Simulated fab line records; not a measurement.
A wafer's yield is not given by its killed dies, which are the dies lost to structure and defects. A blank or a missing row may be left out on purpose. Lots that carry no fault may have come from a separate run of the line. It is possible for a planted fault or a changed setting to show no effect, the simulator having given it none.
fab line records ; flow rit-cmos
[record] lots = 6; wafers = 18; last-day = 7
route steps=202 shown FOX1@20 FOX2@23 NWELL@28
lots untouched by any fault: they come from a run of this same line in which no faults occurred
start-h: hours from the record's opening day to when the first of the lot's shown wafers began ; wait-h: hours since the lot's step before ; " the same as in the row above ; L1.1+2: a row that stands for several wafers ; - no value present, or no start provided ; * or withheld: withheld ; < > ~ a bound
route shown NAME@n: names a module that has steps shown in the file, with the first one's number in the route ; usual: the fault-free wafers' mean and standard deviation ; same: alike in all rows ; chamber/n: place in a boat ; sites: the reading at each site ; _std_site: the values' standard deviation ; _edge_site: the outer-site mean with the inner-site mean subtracted ; radius-mm: for every site, how far away it sits from the centre of the wafer ; mask NAME#n: copy n ; behind: tool/chamber where the wafer was last shaped ; hold: why the lot went on hold/how many hours it stayed there/how the hold came to an end ; device: whichever transistor did not switch (one of n, p or np) ; end of line: tests of these same wafers at the route's end ; a step given without rows: its recipe and nothing more ; killed: dies lost to structure and defects at the first sort, not the wafer's yield ; map: dies across one wafer; x = killed, . = not, _ = none there
set.NAME: the setting the step ran with; set.NAME@STEP: the setting that earlier step ran with ; model.NAME: the simulator's own value behind a step, which no gauge read
lots seen at some steps along the route; tables by step, rows by wafer
[[steps]]
[step RIT_FOX1_OXIDATION_00]
[recipe] temp-c = 1100; ambient = H2O; target-thk-a = 3507; p-h2o-torr = 720; ox-time-s = 1130
[step RIT_FOX1_THK_MEAS_01]
[recipe] reads = SiO2_of_FOX1_OXIDATION_00
[usual] FOX1_OXIDE_THK = 352/5.8
lot.wafer;tool;chamber;start-h;wait-h;FOX1_OXIDE_THK[nm]
L245.3;film-metro-04;-;31.96;0.0;353
L245.4;film-metro-04;-;31.96;0.0;357
L245.6;film-metro-04;-;31.96;0.0;354
L247.4;film-metro-04;-;43.95;0.0;362
L247.5;film-metro-04;-;43.95;0.0;363
L247.6;film-metro-04;-;43.95;0.0;356
L248.1;film-metro-01;-;47.19;0.0;347
L248.3;film-metro-01;-;47.19;0.0;349
L248.5;film-metro-01;-;47.19;0.0;350
L250.3;film-metro-04;-;56.98;0.0;354
L250.4;film-metro-04;-;56.98;0.0;356
L250.6;film-metro-04;-;56.98;0.0;360
L261.1;film-metro-04;-;112.27;0.0;342
L261.4;film-metro-04;-;112.27;0.0;343
L261.6;film-metro-04;-;112.27;0.0;347
L265.1;film-metro-02;-;133.37;0.0;353
L265.3;film-metro-02;-;133.37;0.0;350
L265.5;film-metro-02;-;133.37;0.0;351
[step RIT_FOX1_WET_ETCH_02]
[recipe] chemistry = BOE; target-depth-nm = 350; time-s = 390; temp-c = 21.5; dry = n2-spin; dilution = 10:1; target = SiO2
[step RIT_FOX2_OXIDATION_00]
[recipe] temp-c = 1100; ambient = H2O; target-thk-a = 3507; p-h2o-torr = 720; ox-time-s = 1130
[step RIT_FOX2_THK_MEAS_01]
[recipe] reads = SiO2_of_FOX2_OXIDATION_00
[usual] FOX2_OXIDE_THK = 352/6.6
lot.wafer;tool;chamber;start-h;wait-h;FOX2_OXIDE_THK[nm]
L245.3;film-metro-04;-;33.45;0.0;359
L245.4;film-metro-04;-;33.45;0.0;360
L245.6;film-metro-04;-;33.45;0.0;361
L247.4;film-metro-04;-;45.44;0.0;355
L247.5;film-metro-04;-;45.44;0.0;358
L247.6;film-metro-04;-;45.44;0.0;354
L248.1;film-metro-04;-;48.68;0.0;347
L248.3;film-metro-04;-;48.68;0.0;340
L248.5;film-metro-04;-;48.68;0.0;343
L250.3;film-metro-03;-;58.48;0.0;355
L250.4;film-metro-03;-;58.48;0.0;361
L250.6;film-metro-03;-;58.48;0.0;359
L261.1;film-metro-04;-;113.76;0.0;341
L261.4;film-metro-04;-;113.76;0.0;344
L261.6;film-metro-04;-;113.76;0.0;345
L265.1;film-metro-03;-;134.86;0.0;338
L265.3;film-metro-03;-;134.86;0.0;343
L265.5;film-metro-03;-;134.86;0.0;341
[step RIT_FOX2_CLEAN_02]
[recipe] chemistry = dHF; dilution = 50:1; time-s = 180
[step RIT_FOX2_WET_ETCH_03]
[recipe] chemistry = H3PO4; target = Si3N4; target-depth-nm = 195; temp-c = 165; time-s = 2700
[step RIT_FOX2_THK_MEAS_90]
[recipe] reads = SiO2_of_FOX2_OXIDATION_00
[usual] FIELD_OXIDE_LEFT_1_THK = 325/6.7
lot.wafer;tool;chamber;start-h;wait-h;FIELD_OXIDE_LEFT_1_THK[nm]
L245.3;film-metro-04;-;34.33;0.0;331
L245.4;film-metro-04;-;34.33;0.0;332
L245.6;film-metro-04;-;34.33;0.0;333
L247.4;film-metro-03;-;46.31;0.0;327
L247.5;film-metro-03;-;46.31;0.0;331
L247.6;film-metro-03;-;46.31;0.0;327
L248.1;film-metro-02;-;49.56;0.0;320
L248.3;film-metro-02;-;49.56;0.0;313
L248.5;film-metro-02;-;49.56;0.0;316
L250.3;film-metro-04;-;59.36;0.0;327
L250.4;film-metro-04;-;59.36;0.0;333
L250.6;film-metro-04;-;59.36;0.0;331
L261.1;film-metro-03;-;114.63;0.0;314
L261.4;film-metro-03;-;114.63;0.0;316
L261.6;film-metro-03;-;114.63;0.0;318
L265.1;film-metro-02;-;135.73;0.0;310
L265.3;film-metro-02;-;135.73;0.0;315
L265.5;film-metro-02;-;135.73;0.0;314
[step RIT_NWELL_HMDS_00]
[recipe] prime-time-s = 60; prime-temp-c = 140
[step RIT_NWELL_COAT_01]
[recipe] resist = NOVOLAK; spin-rpm = 2000; resist-thk-nm = 1300
[step RIT_NWELL_SOFTBAKE_02]
[recipe] resist = NOVOLAK; temp-c = 90; time-s = 60
[step RIT_NWELL_EXPOSE_03]
[recipe] mask-id = M2; na = 0.57; target-cd-nm = 43900; dose-mj = 250
[step RIT_NWELL_PEB_04]
[recipe] resist = NOVOLAK; temp-c = withheld; time-s = withheld
[usual] chill-plate-temp-C = *; exhaust-pa = 45.0/0.84
lot.wafer;tool;chamber;start-h;wait-h;chill-plate-temp-C;exhaust-pa
L245.3;litho-track-01;0;35.11;0.1;*;45.1
L245.4;litho-track-01;0;35.11;0.1;*;46.9
L245.6;litho-track-01;0;35.11;0.1;*;46.0
L247.4;litho-track-01;-;46.99;0.1;-;-
L247.5;litho-track-01;-;46.99;0.1;-;-
L247.6;litho-track-01;-;46.99;0.1;-;-
L248.1;litho-track-03;-;50.32;0.1;-;-
L248.3;litho-track-03;-;50.32;0.1;-;-
L248.5;litho-track-03;-;50.32;0.1;-;-
L250.3;litho-track-04;0;60.02;0.1;*;45.2
L250.4;litho-track-04;0;60.02;0.1;*;46.5
L250.6;litho-track-04;0;60.02;0.1;*;45.5
L261.1;litho-track-04;0;115.43;0.1;*;44.8
L261.4;litho-track-04;0;115.43;0.1;*;45.1
L261.6;litho-track-04;0;115.43;0.1;*;44.4
L265.1;litho-track-01;0;136.49;0.1;*;46.3
L265.3;litho-track-01;0;136.49;0.1;*;45.6
L265.5;litho-track-01;0;136.49;0.1;*;44.9
[step RIT_NWELL_DEVELOP_05]
[recipe] resist = NOVOLAK; develop-time-s = 68; dev-temp-c = 23
[[key]]
[first-sign] step = RIT_NWELL_PEB_04; reading = tool-record; direction = missing
effect none on later readings
met-at RIT_NWELL_PEB_04
struck-wafers L247.4,L247.5,L247.6,L248.1,L248.3,L248.5
sort-left-out L247.4,L247.5,L247.6,L248.1,L248.3,L248.5
tester-left-out L247,L248
onset-between 35.11 46.99
[fault] kind = skipped-step-whole; tool = litho-track-01,litho-track-03; chamber = -; onset-h = 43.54; steps = RIT_NWELL_PEB_04; scope = struck-lots-only
// tester-left-out: of these lots the tester's yield and bins aren't shown, on N5 and GAA mostly nor the transistor test; their killed dies are dies lost to structure and defects alone, not to doping, threshold or leakage, so they don't give the yield
// sort-left-out: the simulated sort isn't trusted on such a fault, so these wafers' sort isn't shown, and their yield isn't known
